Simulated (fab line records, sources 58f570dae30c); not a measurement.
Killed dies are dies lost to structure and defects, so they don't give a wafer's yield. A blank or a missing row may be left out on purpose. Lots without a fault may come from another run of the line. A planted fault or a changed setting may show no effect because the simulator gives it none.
Problem report in the 8D (eight disciplines) form, filled by code | flow berkeley_cmos170 | the parts of the form that need people (team, actions taken, sign-off) are left out

1. THE PROBLEM
prime_temp_c at UCB170_CONTACT_HMDS_03 reads a mean of 87.86 C on 6 wafers of 2 lots; wafers without a fault read 100.00 C with a standard deviation of 0.12. That is -99 or more standard deviations from the usual mean.
The step: prime time 60 s.
First seen on wafer L749.3, day 11 04:59, on litho_track-02. The record holds 42 wafers of 14 lots with a number at this step. Rule for "out", or "out of limits": more than 4 standard deviations from the usual mean. The other wafers with a number count as sound.

2. WHAT IT IS AND WHAT IT IS NOT
question                    | is                     | is not
which readings at this step | prime_temp_c           | -
which lots                  | L748, L749             | L734, L735, L736, L738, L739, L740, L741, L742, L753, L754, L756, L757
which wafers of those lots  | all that have a number | -
read on which tools         | litho_track-02         | litho_track-01, litho_track-04
when                        | from day 11 04:59      | up to then (24 sound wafers); but 12 sound wafers of L753, L754, L756, L757 came after

3. SUSPECTS, AND WHAT RULES EACH OUT
Counting: a tool at a process step up to the reading stays a suspect if it ran every lot that is out and no sound lot after the first of them.
- litho_track-02 at UCB170_CONTACT_HMDS_03 (prime time 60 s): kept. It ran every lot that is out, first L749 (day 11 04:59), and no sound lot after that; its last sound lot up to then is L741 (day 9 08:54). Its own readings are out on those wafers: prime_temp_c.
Left after counting: litho_track-02 at UCB170_CONTACT_HMDS_03.

4. THE CAUSE (what the simulator had put in)
Process parameter drift: litho_track-02, from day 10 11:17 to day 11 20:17, at UCB170_CONTACT_HMDS_03. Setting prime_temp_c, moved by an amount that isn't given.
Counting left only this tool.

5. THE CHAIN OF EFFECTS, in route order
Each row: a reading whose mean over the struck wafers that have a number lies more than 3 standard deviations from the usual. Only readings for which the record gives a usual standard deviation are gone through. hours: the time from each lot's start at the first step in this table that gives one to its start at this step, as a median over the lots. sigmas: the change in usual standard deviations.
hours | step                   | reading      | usual    | on struck wafers | change | sigmas
0     | UCB170_CONTACT_HMDS_03 | prime_temp_c | 100.00 C | 87.86            | -12.14 | -99 or more
The process steps in it:
- UCB170_CONTACT_HMDS_03: prime time 60 s.
Later measuring or inspecting steps at which every struck wafer that the step has a row for has a number for every such reading, and none has moved that far: UCB170_V2_THK_MEAS_01.

6. WHAT WOULD HAVE CAUGHT IT SOONER
In this record the first reading out of limits was taken at day 11 04:59, 18 hours after the fault began at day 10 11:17.
